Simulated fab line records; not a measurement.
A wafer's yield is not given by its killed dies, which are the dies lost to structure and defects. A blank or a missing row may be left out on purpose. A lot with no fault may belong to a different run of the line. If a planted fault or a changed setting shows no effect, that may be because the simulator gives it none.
Lot-split experiment | flow berkeley_cmos170 | on a route of 331 steps: 5 lots, 23 wafers read

== THE SPLIT ==
At UCB170_SILICIDE_SPUTTER_01 (material Ti, target thk 30 nm, time 25 s), the setting time_s was moved away from the recipe's 25 s on 8 of the 23 wafers read, by -9.2% to -5.4%. For the rest of the wafers, this setting stayed at what the recipe calls for.

== BETWEEN THE SPLIT AND THE READING: the file shows 1 step in between ==
- UCB170_SILICIDE_RS_MEAS_02: measures by four-point-probe

== THE READING ==
SILICIDE_TI_THK, in nm, at UCB170_SILICIDE_THK_MEAS_03 (measures by xrf). Typical for fault-free wafers on this fab line: 30.1 nm, with standard deviation 0.35 nm.

wafer  | tool, chamber at the split | time_s as run, s | against the recipe | SILICIDE_TI_THK, nm | against lot-mates on the recipe
L074.1 | pvd_sputter-04, -          | 25               | recipe             | 30.4                | -
L074.2 | pvd_sputter-04, -          | 25               | recipe             | 30.5                | -
L074.4 | pvd_sputter-04, -          | 22.7             | -9.2%              | 27.6                | -2.9
L074.5 | pvd_sputter-04, -          | 25               | recipe             | 30.5                | -
L074.6 | pvd_sputter-04, -          | 22.7             | -9.2%              | 27.7                | -2.8
L076.1 | pvd_sputter-02, -          | 25               | recipe             | 30.1                | -
L076.2 | pvd_sputter-02, -          | 25               | recipe             | 30.2                | -
L076.3 | pvd_sputter-02, -          | 23.64            | -5.4%              | 28.4                | -1.6
L076.4 | pvd_sputter-02, -          | 25               | recipe             | 29.8                | -
L076.6 | pvd_sputter-02, -          | 23.64            | -5.4%              | 28.3                | -1.7
L079.2 | pvd_sputter-02, -          | 22.74            | -9.0%              | 27.3                | -2.8
L079.3 | pvd_sputter-02, -          | 25               | recipe             | 29.9                | -
L079.4 | pvd_sputter-02, -          | 25               | recipe             | 30.1                | -
L079.5 | pvd_sputter-02, -          | 22.74            | -9.0%              | 27.6                | -2.5
L079.6 | pvd_sputter-02, -          | 25               | recipe             | 30.4                | -
L077.1 | pvd_sputter-04, -          | 23.07            | -7.7%              | 27.5                | -2.3
L077.2 | pvd_sputter-04, -          | 25               | recipe             | 29.7                | -
L077.3 | pvd_sputter-04, -          | 23.07            | -7.7%              | 27.6                | -2.2
L077.4 | pvd_sputter-04, -          | 25               | recipe             | 29.9                | -
L077.6 | pvd_sputter-04, -          | 25               | recipe             | 29.8                | -
L081.1 | pvd_sputter-02, -          | 25               | recipe             | 30.3                | -
L081.2 | pvd_sputter-02, -          | 25               | recipe             | 29.9                | -
L081.6 | pvd_sputter-02, -          | 25               | recipe             | 30.2                | -

FIT RESULTS
A straight line over all 23 wafers: SILICIDE_TI_THK changes by +0.296 nm for each +1% of time_s; r = +0.98; the points scatter about the line by 0.26 nm.
The same after taking each lot's own level away (the mean of its wafers on the recipe; 23 wafers): +0.3 nm for each +1%; r = +0.99; scatter 0.14 nm.
The reading moves by 2.8 nm for the largest change in time_s, on that fit.
From 29.80 to 30.47 nm: that is the span of the lots' own levels, equal to 1.9 times the standard deviation above.
The two slopes agree, so the slope changes little with the lot-to-lot level.
Check: -2.74 nm against its lot-mates is what the line predicts for one of the wafers moved furthest among these (-9.2%) when that wafer is left out of the fit. Against them it came out at -2.87 nm.

== FURTHER SPLITS ON THESE WAFERS ==
These wafers also went through other splits before the reading. Each is held against what the fit with the lots' levels taken away leaves over:
other split on the same wafers | wafers away from the commonest value | r with SILICIDE_TI_THK (lot level and that fit taken away)
UCB170_PSD_IMPLANT_08 dose_cm2 | 7                                    | -0.26
UCB170_NSD_STRIP_09 power_w    | 9                                    | +0.21

== THE WHOLE CHAIN: every reading that the file lists as answering this split, in the file's order ==
step                        | what it does                             | reading                                                                           | change (the file's fit)               | r (the file's)
UCB170_SILICIDE_SPUTTER_01  | material Ti, target thk 30 nm, time 25 s | Ti_of_SILICIDE_SPUTTER_01.thk_nm (the simulator's own value, which no gauge read) | +0.297 nm for each +1% of the setting | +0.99
UCB170_SILICIDE_RS_MEAS_02  | measures by four-point-probe             | SILICIDE_TI_RS                                                                    | -0.328 for each +1% of the setting    | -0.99
UCB170_SILICIDE_THK_MEAS_03 | measures by xrf                          | SILICIDE_TI_THK                                                                   | +0.297 for each +1% of the setting    | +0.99

== THE FILE'S OWN FIT ==
SILICIDE_TI_THK changes by +0.297 nm for each +1% of time_s, r = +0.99.
